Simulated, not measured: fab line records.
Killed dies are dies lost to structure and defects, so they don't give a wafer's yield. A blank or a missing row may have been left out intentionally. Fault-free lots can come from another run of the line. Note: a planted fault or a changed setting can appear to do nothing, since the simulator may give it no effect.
Check of tool commonality + flow berkeleyCmos170 + Sampled: 14 lots, 42 wafers

## THE REASON FOR OPENING IT
On 2 of the 14 lots, a flag is raised at UCB170_PSD_CD_MEAS_06 on the reading cdNm. Fault-free wafers read 1199.9 nm, with a standard deviation of 1.2.
Rule: a lot is flagged when every wafer of it that has a number lies more than 4 standard deviations from that mean, or none has a number. As for the other lots, they are considered sound.

| lot  | measured     | on       | cdNm (nm), wafer by wafer | flag    |
|------|--------------|----------|---------------------------|---------|
| L981 | day 7 03:48  | cdSem-01 | 1201.5 1200.3 1200.4      |         |
| L980 | day 7 03:50  | cdSem-02 | 1200.6 1200.5 1200.5      |         |
| L982 | day 7 03:58  | cdSem-01 | 1200.6 1199.9 1201.2      |         |
| L987 | day 8 04:18  | cdSem-01 | 1200.5 1198.9 1200.4      |         |
| L985 | day 8 04:40  | cdSem-01 | 1198.9 1199.1 1199.2      |         |
| L988 | day 8 17:34  | cdSem-01 | 1199.5 1199.5 1198.7      |         |
| L989 | day 9 03:25  | cdSem-01 | 1198.2 1197.7 1198.4      |         |
| L991 | day 9 03:41  | cdSem-01 | 1200.1 1199.6 1199.6      |         |
| L993 | day 9 03:56  | cdSem-02 | 1200.4 1197.9 1201.6      |         |
| L995 | day 9 17:26  | cdSem-01 | 1207.0 1206.8 1206.2      | FLAGGED |
| L998 | day 9 17:43  | cdSem-02 | 1206.8 1207.5 1207.4      | FLAGGED |
| L103 | day 10 17:10 | cdSem-01 | 1200.4 1202.6 1202.0      |         |
| L102 | day 10 17:25 | cdSem-02 | 1198.9 1197.4 1199.0      |         |
| L101 | day 10 22:49 | cdSem-02 | 1199.9 1199.3 1198.3      |         |
The mean of the flagged lots' numbers is 1207.0 nm, +7.0 nm from the usual (+6 standard deviations).

## EACH LOT AND THE TOOL IT RAN ON
The record holds 1 process step before the reading, out of a route of 331 steps. Read each cell as the tool, then ch plus the chambers that the sampled wafers visited, then the start.
| lot  | flag    | UCB170_PSD_SOFTBAKE_02           |
|------|---------|----------------------------------|
| L981 |         | lithoTrack-03 ch 0, day 7 02:12  |
| L980 |         | lithoTrack-04 ch 0, day 7 02:25  |
| L982 |         | lithoTrack-02 ch 0, day 7 02:33  |
| L987 |         | lithoTrack-04 ch 0, day 8 02:52  |
| L985 |         | lithoTrack-03 ch 0, day 8 02:58  |
| L988 |         | lithoTrack-04 ch 0, day 8 16:41  |
| L989 |         | lithoTrack-02 ch 0, day 9 02:16  |
| L991 |         | lithoTrack-04 ch 0, day 9 02:42  |
| L993 |         | lithoTrack-02 ch 0, day 9 02:43  |
| L995 | FLAGGED | lithoTrack-02 ch 0, day 9 16:06  |
| L998 | FLAGGED | lithoTrack-02 ch 0, day 9 16:35  |
| L103 |         | lithoTrack-04 ch 0, day 10 16:12 |
| L102 |         | lithoTrack-03 ch 0, day 10 16:21 |
| L101 |         | lithoTrack-03 ch 0, day 10 22:16 |
What is done by these steps:
- UCB170_PSD_SOFTBAKE_02: time 60 s.
- UCB170_PSD_CD_MEAS_06: target cd 1200 nm.

## FLAGGED AGAINST TOTAL, ONE TOOL AT A TIME (gauges that did the reading follow at the end)
| step                   | tool          | lots run | flagged | share of the flagged lots | sound lots run after its first flagged lot |
|------------------------|---------------|----------|---------|---------------------------|--------------------------------------------|
| UCB170_PSD_SOFTBAKE_02 | lithoTrack-02 | 5        | 2       | all                       | 0                                          |
| UCB170_PSD_SOFTBAKE_02 | lithoTrack-03 | 4        | 0       | none                      | -                                          |
| UCB170_PSD_SOFTBAKE_02 | lithoTrack-04 | 5        | 0       | none                      | -                                          |
| UCB170_PSD_CD_MEAS_06  | cdSem-01      | 9        | 1       | some                      | 1 (L103)                                   |
| UCB170_PSD_CD_MEAS_06  | cdSem-02      | 5        | 1       | some                      | 2 (L102,L101)                              |

## WHAT IS ALLOWED BY THE TABLE
Rows of the table that ran each flagged lot: 1, that is lithoTrack-02 at UCB170_PSD_SOFTBAKE_02.
- lithoTrack-02 at UCB170_PSD_SOFTBAKE_02 ran 5 lots, 2 of them flagged. A fault beginning between L993 (day 9 02:43), its last sound lot, and L995 (day 9 16:06), its first flagged one, fits the data. Its own readings (heaterPowerTotalW, plateTempC) fall more than 4 standard deviations out on all wafers of the flagged lots.
Just one tool remains: lithoTrack-02 at UCB170_PSD_SOFTBAKE_02.

## WHAT THE SIMULATOR HAD INSERTED
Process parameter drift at UCB170_PSD_SOFTBAKE_02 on lithoTrack-02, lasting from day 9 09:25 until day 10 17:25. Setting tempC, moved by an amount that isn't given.
Struck lots among those shown: L995, L998. The rule given above showed the same thing.
